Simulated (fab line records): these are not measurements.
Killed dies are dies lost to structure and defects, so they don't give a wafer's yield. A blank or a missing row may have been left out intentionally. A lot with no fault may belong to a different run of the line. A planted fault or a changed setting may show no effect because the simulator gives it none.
The tool behind it: which one? / flow berkeley-cmos170 / Sampling: 15 lots, 45 wafers, 4 of 331 route steps

== WHAT THE GAUGES READ, wafer by wafer ==
UCB170_NWELL_THK_MEAS_05. Usual: NWELL_NITRIDE_THK 224.9 nm, standard deviation 1.8.
lot=L777; measured=day 2 11:14; on=film-metro-01; NWELL_NITRIDE_THK (nm)=222.4 223.8 223.2; flag=
lot=L779; measured=day 2 21:05; on=film-metro-03; NWELL_NITRIDE_THK (nm)=224.0 222.8 222.3; flag=
lot=L780; measured=day 3 05:23; on=film-metro-01; NWELL_NITRIDE_THK (nm)=224.5 222.9 224.7; flag=
lot=L781; measured=day 3 05:23; on=film-metro-04; NWELL_NITRIDE_THK (nm)=224.3 225.1 222.6; flag=
lot=L782; measured=day 3 21:11; on=film-metro-03; NWELL_NITRIDE_THK (nm)=224.3 224.6 225.9; flag=
lot=L783; measured=day 3 21:12; on=film-metro-04; NWELL_NITRIDE_THK (nm)=228.5 227.3 227.4; flag=
lot=L784; measured=day 4 05:17; on=film-metro-03; NWELL_NITRIDE_THK (nm)=225.4 224.2 223.2; flag=
lot=L785; measured=day 4 08:18; on=film-metro-04; NWELL_NITRIDE_THK (nm)=226.5 226.6 226.5; flag=
lot=L786; measured=day 4 08:19; on=film-metro-01; NWELL_NITRIDE_THK (nm)=222.6 221.2 222.3; flag=
lot=L793; measured=day 5 20:01; on=film-metro-04; NWELL_NITRIDE_THK (nm)=226.1 224.9 227.3; flag=
lot=L796; measured=day 6 08:11; on=film-metro-03; NWELL_NITRIDE_THK (nm)=225.7 226.8 225.5; flag=
lot=L797; measured=day 6 19:04; on=film-metro-04; NWELL_NITRIDE_THK (nm)=223.5 224.7 224.3; flag=
lot=L799; measured=day 6 19:04; on=film-metro-03; NWELL_NITRIDE_THK (nm)=225.7 225.3 226.5; flag=
lot=L798; measured=day 6 19:09; on=film-metro-04; NWELL_NITRIDE_THK (nm)=224.9 226.7 223.9; flag=
lot=L800; measured=day 7 09:22; on=film-metro-03; NWELL_NITRIDE_THK (nm)=225.2 225.0 226.9; flag=

UCB170_NWELL_TW_MEAS_16. Usual: NWELL_TW 1246, standard deviation 11.
lot=L777; measured=day 2 12:46; on=film-metro-03; NWELL_TW=1236 1239 1245; flag=
lot=L779; measured=day 2 22:38; on=film-metro-04; NWELL_TW=1247 1252 1248; flag=
lot=L780; measured=day 3 06:50; on=film-metro-04; NWELL_TW=1252 1260 1254; flag=
lot=L781; measured=day 3 07:05; on=film-metro-01; NWELL_TW=1230 1228 1234; flag=
lot=L782; measured=day 3 22:29; on=film-metro-03; NWELL_TW=1252 1242 1248; flag=
lot=L783; measured=day 3 23:03; on=film-metro-01; NWELL_TW=1533 1529 1538; flag=OFF
lot=L784; measured=day 4 07:25; on=film-metro-03; NWELL_TW=1564 1564 1565; flag=OFF
lot=L785; measured=day 4 10:08; on=film-metro-04; NWELL_TW=1584 1569 1573; flag=OFF
lot=L786; measured=day 4 10:04; on=film-metro-04; NWELL_TW=1263 1259 1256; flag=
lot=L793; measured=day 5 23:19; on=film-metro-03; NWELL_TW=1241 1249 1247; flag=
lot=L796; measured=day 6 10:12; on=film-metro-04; NWELL_TW=1250 1253 1252; flag=
lot=L797; measured=day 6 20:29; on=film-metro-03; NWELL_TW=1254 1259 1256; flag=
lot=L799; measured=day 6 20:37; on=film-metro-04; NWELL_TW=1257 1260 1254; flag=
lot=L798; measured=day 6 20:47; on=film-metro-01; NWELL_TW=1231 1233 1235; flag=
lot=L800; measured=day 7 11:20; on=film-metro-01; NWELL_TW=1226 1232 1230; flag=

UCB170_ACTIVE_CD_MEAS_90: target cd 1200 nm. Usual: 1200.1 nm for cd-nm, sd 1.5.
lot=L777; measured=day 4 22:28; on=cd-sem-02; cd-nm (nm)=1198.8 1200.6 1199.4; flag=
lot=L779; measured=day 5 16:28; on=cd-sem-01; cd-nm (nm)=1201.6 1200.8 1200.6; flag=
lot=L780; measured=day 5 16:13; on=cd-sem-02; cd-nm (nm)=1199.7 1200.5 1199.6; flag=
lot=L781; measured=day 5 15:56; on=cd-sem-02; cd-nm (nm)=1200.1 1199.6 1201.4; flag=
lot=L782; measured=day 6 00:50; on=cd-sem-01; cd-nm (nm)=1200.8 1200.2 1200.4; flag=
lot=L783; measured=day 6 00:44; on=cd-sem-02; cd-nm (nm)=1198.7 1199.0 1199.7; flag=
lot=L784; measured=day 6 09:04; on=cd-sem-02; cd-nm (nm)=1200.1 1200.6 1198.9; flag=
lot=L785; measured=day 6 09:36; on=cd-sem-02; cd-nm (nm)=1200.5 1200.6 1198.9; flag=
lot=L786; measured=day 6 09:47; on=cd-sem-01; cd-nm (nm)=1198.0 1198.1 1197.8; flag=
lot=L793; measured=day 8 09:50; on=cd-sem-02; cd-nm (nm)=1197.6 1199.6 1199.0; flag=
lot=L796; measured=day 8 10:10; on=cd-sem-01; cd-nm (nm)=1198.2 1198.5 1199.3; flag=
lot=L797; measured=day 9 03:19; on=cd-sem-02; cd-nm (nm)=1200.9 1201.6 1200.0; flag=
lot=L799; measured=day 9 03:01; on=cd-sem-02; cd-nm (nm)=1198.9 1198.8 1199.1; flag=
lot=L798; measured=day 9 03:08; on=cd-sem-01; cd-nm (nm)=1201.9 1203.1 1202.1; flag=
lot=L800; measured=day 9 13:14; on=cd-sem-02; cd-nm (nm)=1200.2 1199.3 1198.8; flag=

== EACH LOT AND THE TOOL THAT RAN IT (in order: tool; ch and the chambers of the sampled wafers; start) ==
lot=L777; UCB170_NWELL_IMPLANT_14=implanter-02 ch 0, day 2 12:31
lot=L779; UCB170_NWELL_IMPLANT_14=implanter-02 ch 0, day 2 22:23
lot=L780; UCB170_NWELL_IMPLANT_14=implanter-04 ch 0, day 3 06:35
lot=L781; UCB170_NWELL_IMPLANT_14=implanter-01 ch 0, day 3 06:50
lot=L782; UCB170_NWELL_IMPLANT_14=implanter-02 ch 0, day 3 22:14
lot=L783; UCB170_NWELL_IMPLANT_14=implanter-04 ch 0, day 3 22:31
lot=L784; UCB170_NWELL_IMPLANT_14=implanter-01 ch 0, day 4 06:50 and implanter-02 ch 0, day 4 07:10
lot=L785; UCB170_NWELL_IMPLANT_14=implanter-04 ch 0, day 4 09:34
lot=L786; UCB170_NWELL_IMPLANT_14=implanter-02 ch 0, day 4 09:50
lot=L793; UCB170_NWELL_IMPLANT_14=implanter-02 ch 0, day 5 23:04
lot=L796; UCB170_NWELL_IMPLANT_14=implanter-04 ch 0, day 6 09:59
lot=L797; UCB170_NWELL_IMPLANT_14=implanter-02 ch 0, day 6 20:14
lot=L799; UCB170_NWELL_IMPLANT_14=implanter-04 ch 0, day 6 20:22
lot=L798; UCB170_NWELL_IMPLANT_14=implanter-02 ch 0, day 6 20:34
lot=L800; UCB170_NWELL_IMPLANT_14=implanter-04 ch 0, day 7 11:07
- UCB170_NWELL_IMPLANT_14

== WHAT THE TOOLS THEMSELVES READ (means of the sampled wafers that have a number; where no wafer has one, the mark that the record gives instead) ==
The record holds no such reading with a usual standard deviation.

== THE ANSWER, worked out from the rows above alone ==
Rule: a lot counts as off when the mean over its wafers that have a number is more than 3 standard deviations away from the usual mean. Also off: a lot with no number at a reading for which 4 or more lots have one. Where the step has rows for the other lots, those lots are counted as sound. Order of review: gauges by route order, followed by the tools' own readings, for which a lot's mean as printed above is used. At the first step where some lot is off, the reading lying furthest off is the one used; lots without a number count as furthest.
Off: L783, L784, L785, at UCB170_NWELL_TW_MEAS_16 (NWELL_TW).
A tool fits if, at a process step before that reading, it ran every lot that is off, and no sound lot after the first of them. Those tools and the gauges at UCB170_NWELL_TW_MEAS_16 are tried in the same way. Of those tried, none fits.

== WHAT THE SIMULATOR PUT IN ==
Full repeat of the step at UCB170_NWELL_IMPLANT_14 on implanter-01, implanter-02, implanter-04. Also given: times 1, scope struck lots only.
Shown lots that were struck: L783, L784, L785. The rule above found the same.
